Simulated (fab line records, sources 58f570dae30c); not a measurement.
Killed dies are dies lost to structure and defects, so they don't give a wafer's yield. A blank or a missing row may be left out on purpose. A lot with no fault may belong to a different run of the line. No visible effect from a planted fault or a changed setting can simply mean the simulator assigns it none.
A struck lot beside a sound one :: flow berkeleyCmos170 :: 14 steps out of a route of 331
Sound: these wafers, L704.1, L704.2, L704.3. The struck wafers were L711.2, L711.4, L711.6. At the end, the cause is stated.
Per side, at each step with rows, come the tool, then ch with its chambers, and then its first start. Under that, the readings that differ: sound wafers :: struck wafers :: difference of the means :: sigmas: that difference in standard deviations of wafers without a fault.
alike: words and numbers the same on both sides, and readings whose means are apart by under 2 such deviations; not compared: readings that were withheld, readings missing a value for some wafer, numbers with overlapping values and no deviation given by the record, and bounds like >300 which may hide the same value.
The two part at a step that has a row with sigmas, a row that says differs or no value, or rows on one side only. Numbers that don't overlap but have no deviation are shown without sigmas and don't part them. A reading missing from all wafers of one side parts the sides only when that side holds two or more wafers.

first, 4 steps without rows for these wafers: UCB170_NVT_SOFTBAKE_02 (time 60 s); UCB170_NVT_EXPOSE_03 (exposes mask PWELL, target cd 3000 nm); UCB170_NVT_PEB_04; UCB170_NVT_DEVELOP_05 (develop time 45 s).
UCB170_NVT_OVL_MEAS_06:
  sound: overlay-01 at day 6 21:08; struck: overlay-01 at day 8 19:53
  alike: NVT_OVL
next, for these wafers, 1 step has no rows: UCB170_NVT_IMPLANT_07.
UCB170_NVT_STRIP_08: strips in O2.
  sound on plasmaAsher-04 ch 0,1, day 6 21:19; struck on plasmaAsher-01 ch 0,1, day 8 20:04
reading: stripTimeToEndpointS (s)
sound: 21.57 21.52 21.54
struck: 21.84 21.77 21.79
difference: +0.26
sigmas: +4
  alike: chamberPressureMTorr, drypumpMotorCurrentA, oesProductAu
  not compared: rfHoursCounterH
UCB170_NVT_TW_MEAS_09:
  sound: filmMetro-03 at day 6 21:25; struck: filmMetro-04 at day 8 20:10
  alike: NVT_TW
then, 4 steps without rows for these wafers: UCB170_NVT_CLEAN_10 (cleans in SPM, time 600 s); UCB170_PVT_HMDS_00 (prime time 60 s); UCB170_PVT_COAT_01 (resist thk 900 nm); UCB170_PVT_SOFTBAKE_02 (time 60 s).
UCB170_PVT_EXPOSE_03: exposes mask NWELL, target cd 3000 nm.
  struck on krfScanner-02, day 8 21:04; sound on krfScanner-02 ch 0, day 6 22:31
  no value came back on the struck wafers for exposureDoseMJCm2, focusOffsetNm (nm); on the sound wafers exposureDoseMJCm2 reads 29.969 29.940 29.965
  alike: mask
next, for these wafers, 1 step has no rows: UCB170_PVT_PEB_04.

== WHERE THEY PART ==
At UCB170_NVT_STRIP_08 first; at UCB170_PVT_EXPOSE_03 last (within this record only).

WHY: whatever the simulator had introduced
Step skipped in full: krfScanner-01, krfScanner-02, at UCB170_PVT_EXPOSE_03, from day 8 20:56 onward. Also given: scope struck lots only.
